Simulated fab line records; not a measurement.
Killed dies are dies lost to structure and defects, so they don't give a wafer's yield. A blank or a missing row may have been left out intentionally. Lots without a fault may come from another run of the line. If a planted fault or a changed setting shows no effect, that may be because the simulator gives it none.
Struck lot and sound lot, side by side -- flow berkeley cmos170 -- 43 steps out of a route of 331
Sound: the wafers L561.2, L561.5, L561.6. Wafers L569.2, L569.3, L569.4 were the ones struck. At the end, the cause is stated.
Order at every step that has rows: each side's tool, ch and its chambers, its first start. Under that, the readings that differ: sound wafers -- struck wafers -- difference of the means -- sigmas: that difference in standard deviations of wafers without a fault.
alike: same words and numbers on both sides, and readings whose means sit less than 2 such deviations apart. not compared: any withheld reading, any reading some wafer has no value for, any bound like >300 that may hide the same value, and any number with overlapping values for which the record gives no deviation.
Wherever a step has rows on one side only, a row that says differs or no value, or a row with sigmas, the two part there. Numbers that have no deviation but don't overlap get no sigmas and don't part them. A reading that every wafer of one side lacks parts them only if that side has two wafers or more.

UCB170_SILICIDE_RS_MEAS_02: measurement is done with a four-point probe.
  sound on film metro-01 at day 8 23:34; struck on film metro-02 at day 10 08:23
  alike: SILICIDE_TI_RS
UCB170_SILICIDE_THK_MEAS_03: measures by xrf.
  sound on film metro-01 at day 8 23:41; struck on film metro-02 at day 10 08:30
  alike: SILICIDE_TI_THK
UCB170_SILICIDE_RTA_04: time 15 s.
  sound on rtp anneal-01 ch 0, day 8 23:45; struck on rtp anneal-01 ch 0, day 10 08:34
  alike: chamber o2 ppm, lamp power pct, wafer_temp_C_max
then, 3 steps without rows for these wafers: UCB170_SILICIDE_WET_ETCH_05 (etches Ti in SPM, time 45 s); UCB170_CONTACT_CLEAN_00 (cleans in SPM, time 600 s); UCB170_CONTACT_CVD_01 (deposits PSG from SiH4/O2/PH3, target thk 700 nm, time 2820 s).
UCB170_CONTACT_THK_MEAS_02:
  sound on film metro-01 at day 9 02:56; struck on film metro-01 at day 10 11:40
  alike: CONTACT_PSG_THK
then, 3 steps without rows for these wafers: UCB170_CONTACT_HMDS_03 (prime time 60 s); UCB170_CONTACT_COAT_04 (resist thk 900 nm); UCB170_CONTACT_SOFTBAKE_05 (time 60 s).
UCB170_CONTACT_STRIP_06: strips in O2.
  sound on plasma asher-04 ch 0,1, day 9 03:31; struck on plasma asher-03 ch 0,1, day 10 12:13
  alike: drypump motor current A, oes product au, strip time to endpoint s
  not compared: rf hours counter h
then, 1 step without rows for these wafers: UCB170_CONTACT_CLEAN_07 (cleans in SPM, time 600 s).
UCB170_CONTACT_RTA_08: time 10 s.
  sound on rtp anneal-02 ch 0, day 9 03:52; struck on rtp anneal-02 ch 0, day 10 12:33
  alike: chamber o2 ppm, lamp power pct, wafer_temp_C_max
then, 6 steps without rows for these wafers: UCB170_CONTACT_COAT_09; UCB170_CONTACT_COAT_10 (resist thk 900 nm); UCB170_CONTACT_SOFTBAKE_11 (time 60 s); UCB170_CONTACT_EXPOSE_12 (exposes mask CONT, target cd 700 nm); UCB170_CONTACT_PEB_13; UCB170_CONTACT_DEVELOP_14 (develop time 45 s).
UCB170_CONTACT_CD_MEAS_15: the cd target is 700 nm.
  sound on cd sem-02 at day 9 05:01; struck on cd sem-01 at day 10 14:16
  alike: cd nm
UCB170_CONTACT_OVL_MEAS_16:
  sound on overlay-01 at day 9 05:08; struck on overlay-01 at day 10 14:22
  alike: CONTACT_OVL
then, 2 steps without rows for these wafers: UCB170_CONTACT_ETCH_17 (etches BARC in N2/H2); UCB170_CONTACT_ETCH_18 (etches PSG in CHF3/CF4/Ar, stops on TiSi2, target depth 840 nm, time 195 s).
UCB170_CONTACT_STRIP_19: strips in O2.
  sound on plasma asher-02 ch 0,1, day 9 05:19; struck on plasma asher-03 ch 0,1, day 10 14:34
  alike: drypump motor current A, oes product au
  not compared: rf hours counter h
UCB170_CONTACT_CD_MEAS_90: the cd target is 700 nm.
  sound on cd sem-02 at day 9 05:27; struck on cd sem-01 at day 10 14:41
  alike: cd nm
then, 1 step without rows for these wafers: UCB170_CONTACT_CLEAN_20 (cleans in SPM, time 600 s).
UCB170_M1_SPUTTER_00: material Al, target thk 600 nm, time 80 s.
  sound on pvd sputter-02 at day 9 05:44; struck on pvd sputter-03 at day 10 15:05
  alike: chamber pressure pa, throttle valve pct
UCB170_M1_RS_MEAS_01: measurement is done with a four-point probe.
  sound on film metro-03 at day 9 05:49; struck on film metro-03 at day 10 15:10
  alike: M1_AL_RS
UCB170_M1_THK_MEAS_02: measures by xrf.
  sound on film metro-03 at day 9 05:56; struck on film metro-03 at day 10 15:17
  alike: M1_AL_THK
then, 6 steps without rows for these wafers: UCB170_M1_COAT_03; UCB170_M1_COAT_04 (resist thk 900 nm); UCB170_M1_SOFTBAKE_05 (time 60 s); UCB170_M1_EXPOSE_06 (exposes mask METAL1, target cd 700 nm); UCB170_M1_PEB_07; UCB170_M1_DEVELOP_08 (develop time 45 s).
UCB170_M1_CD_MEAS_09: the cd target is 700 nm.
  sound on cd sem-02 at day 9 07:21; struck on cd sem-02 at day 10 16:55
  alike: cd nm
UCB170_M1_OVL_MEAS_10:
  sound on overlay-01 at day 9 07:28; struck on overlay-01 at day 10 17:01
  alike: M1_OVL
UCB170_M1_ETCH_11: etches BARC in N2/H2.
  sound on rie diel-03 ch 0,3, day 9 07:29; struck on rie diel-03 ch 0,1,3, day 10 17:02
  alike: drypump motor current A, oes product au, throttle valve pct
then, 2 steps without rows for these wafers: UCB170_M1_METAL_ETCH_12 (etches Al in Cl2/BCl3, stops on PSG, target depth 780 nm, time 128.1 s); UCB170_M1_STRIP_13 (strips in O2).
UCB170_M1_CD_MEAS_90: the cd target is 700 nm.
  sound on cd sem-02 at day 9 07:47; struck on cd sem-02 at day 10 17:20
  alike: cd nm
then, 1 step without rows for these wafers: UCB170_M1_ANNEAL_14 (time 1200 s).
UCB170_M3_PROBE_99:
  only the struck wafers here have rows in the record (prober-02, day 11 08:34); the sound ones have none

== WHERE THEY PART ==
At UCB170_M3_PROBE_99 and nowhere else, as far as this record goes.

WHY: what the simulator had put in
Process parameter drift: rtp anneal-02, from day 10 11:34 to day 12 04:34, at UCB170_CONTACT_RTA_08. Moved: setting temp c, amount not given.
